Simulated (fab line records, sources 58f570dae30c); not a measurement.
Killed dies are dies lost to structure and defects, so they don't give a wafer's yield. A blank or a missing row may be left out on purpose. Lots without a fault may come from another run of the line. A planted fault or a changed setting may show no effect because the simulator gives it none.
A struck lot beside a sound one | flow berkeley_cmos170 | 13 steps out of a route of 331
Sound: wafers L889.3, L889.4, L889.5. Struck: wafers L888.1, L888.3, L888.5. The cause comes at the end.
At each step with rows: each side's tool, then ch and its chambers, then its first start. Under that, the readings that differ: sound wafers | struck wafers | difference of the means | sigmas: that difference in standard deviations of wafers without a fault.
alike: readings whose means differ by less than 2 such deviations, and words and numbers that are the same on both sides. not compared: withheld readings, readings that some wafer has no value for, bounds like >300 that may hide the same value, and numbers for which the record gives no deviation and whose values overlap.
The two part at a step that has a row with sigmas, a row that says differs or no value, or rows on one side only. Numbers that don't overlap but have no deviation are shown without sigmas and don't part them. A reading that every wafer of one side lacks parts them only if that side has two wafers or more.

first, 2 steps without rows for these wafers: UCB170_FIELD_CLEAN_00 (cleans in dHF, time 7.5 s); UCB170_FIELD_OXIDATION_01 (target thk 558.3 nm, ox time 7200 s).
UCB170_FIELD_THK_MEAS_02:
  sound on film_metro-01, day 7 15:28; struck on film_metro-03, day 7 15:27
  alike: FIELD_OXIDE_THK
then, 4 steps without rows for these wafers: UCB170_FIELD_ANNEAL_03 (time 1200 s); UCB170_FIELD_WET_ETCH_04 (etches SiO2 in dHF, time 60 s); UCB170_FIELD_WET_ETCH_05 (etches Si3N4 in H3PO4, time 12600 s); UCB170_FIELD_WET_ETCH_06 (etches SiO2 in BOE, time 22 s).
UCB170_FIELD_THK_MEAS_90:
  sound on film_metro-01, day 7 23:04; struck on film_metro-04, day 7 23:02
  alike: FIELD_OXIDE_LEFT_1_THK
then, 2 steps without rows for these wafers: UCB170_SACOX_CLEAN_00 (cleans in dHF, time 7.5 s); UCB170_SACOX_OXIDATION_01 (target thk 14.4 nm, ox time 2400 s).
UCB170_SACOX_THK_MEAS_02:
  sound on film_metro-03, day 8 03:08; struck on film_metro-02, day 8 03:07
  alike: SACOX_OXIDE_THK
then, 1 step without rows for these wafers: UCB170_SCREENOX_WET_ETCH_00 (etches SiO2 in dHF, time 200 s).
UCB170_SCREENOX_OXIDATION_01: target thk 14.4 nm, ox time 2400 s.
  sound on furnace-01 ch 0, day 8 08:32; struck on furnace-01, day 8 08:32
  no value came back on the struck wafers for ox_temp_c (C), ox_temp_c_max, ox_time_s (s), zone_power_centre_pct (%); on the sound wafers ox_temp_c (C) reads 900.0 900.2 899.7

WHERE THEY PART
Only at UCB170_SCREENOX_OXIDATION_01, within this record.

WHY: what the simulator had put in
Skipped step whole: furnace-01, from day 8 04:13 on, at UCB170_SCREENOX_OXIDATION_01. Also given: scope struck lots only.
